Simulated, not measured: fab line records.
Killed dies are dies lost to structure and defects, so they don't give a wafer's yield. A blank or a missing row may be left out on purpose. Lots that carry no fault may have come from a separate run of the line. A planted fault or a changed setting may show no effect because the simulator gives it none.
Problem report, 8D (eight disciplines) form, completed by code / flow berkeley_cmos170 / the parts of the form that need people (team, actions taken, sign-off) are left out

1. PROBLEM STATEMENT
cd_nm at UCB170_PLDD_CD_MEAS_06 reads a mean of 1207.1 nm on 9 wafers of 3 lots; wafers without a fault read 1200.1 nm with a standard deviation of 1.1. Relative to the usual mean, that is a shift of +6.4 standard deviations.
The step: target cd 1200 nm.
First seen on wafer L546.3, day 10 19:42, on cd_sem-02. At this step, 45 wafers from 15 lots have a number in the record. Rule for "out", or "out of limits": more than 4 standard deviations from the usual mean. All remaining wafers that have a number are taken as sound.

2. WHAT IT IS, AND WHAT IT ISN'T
question=which readings at this step | is=cd_nm | is not=-
question=which lots | is=L546, L547, L548 | is not=L530, L532, L533, L535, L536, L538, L539, L540, L541, L544, L545, L549
question=which wafers of those lots | is=all that have a number | is not=-
question=read on which gauges | is=cd_sem-02 | is not=cd_sem-01
question=when | is=from day 10 19:42 | is not=up to then (30 sound wafers); but 6 sound wafers of L545, L549 came after

3. SUSPECTS, AND WHAT RULES EACH OUT
Counting: a tool stays on the suspect list if, at a process step up to the reading, it processed all lots that are out and no sound lot following the first of them.
- the gauge at UCB170_PLDD_CD_MEAS_06: kept. All the wafers that are out were read on cd_sem-02, and no step on other tools shows them out.
- litho_track-02 at UCB170_PLDD_PEB_04: kept. It ran every lot that is out, first L546 (day 10 19:00), and no sound lot after that; its last sound lot up to then is L541 (day 9 13:03).
After counting, litho_track-02 at UCB170_PLDD_PEB_04 and cd_sem-02 at UCB170_PLDD_CD_MEAS_06 remain.

4. THE CAUSE (what the simulator had put in)
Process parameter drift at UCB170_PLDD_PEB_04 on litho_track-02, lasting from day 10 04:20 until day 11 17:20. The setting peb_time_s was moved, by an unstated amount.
After counting, 2 suspects remain, this tool included.

5. THE CHAIN OF EFFECTS, in route order
Each row: a reading whose mean over the struck wafers that have a number lies more than 3 standard deviations from the usual. Only readings whose record carries a usual standard deviation are examined. hours: median over the lots of the time between each lot's start at the first step of this table that gives one and its start at this step. sigmas: the change, counted in usual standard deviations.
hours=0; step=UCB170_PLDD_CD_MEAS_06; reading=cd_nm; usual=1200.1 nm; on struck wafers=1207.1; change=+7.0; sigmas=+6.4
Later steps that measure or inspect, where all struck wafers having a row at the step show a number for every such reading and not one has moved that far: UCB170_PLDD_OVL_MEAS_07.

6. WHAT WOULD HAVE CAUGHT IT SOONER
15 hours passed between the start of the fault at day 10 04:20 and the first reading out of limits at a measuring or inspecting step in this record, taken at day 10 19:42.
Tool readings at UCB170_PLDD_PEB_04 with a usual standard deviation given in the record: none out on any struck wafer, hence no alarm at a limit of 4 standard deviations on them.
Lots out: 3; of these, L548 started UCB170_PLDD_PEB_04 on litho_track-02 after day 10 19:42. Had the tool been put on hold then, it would have been spared.
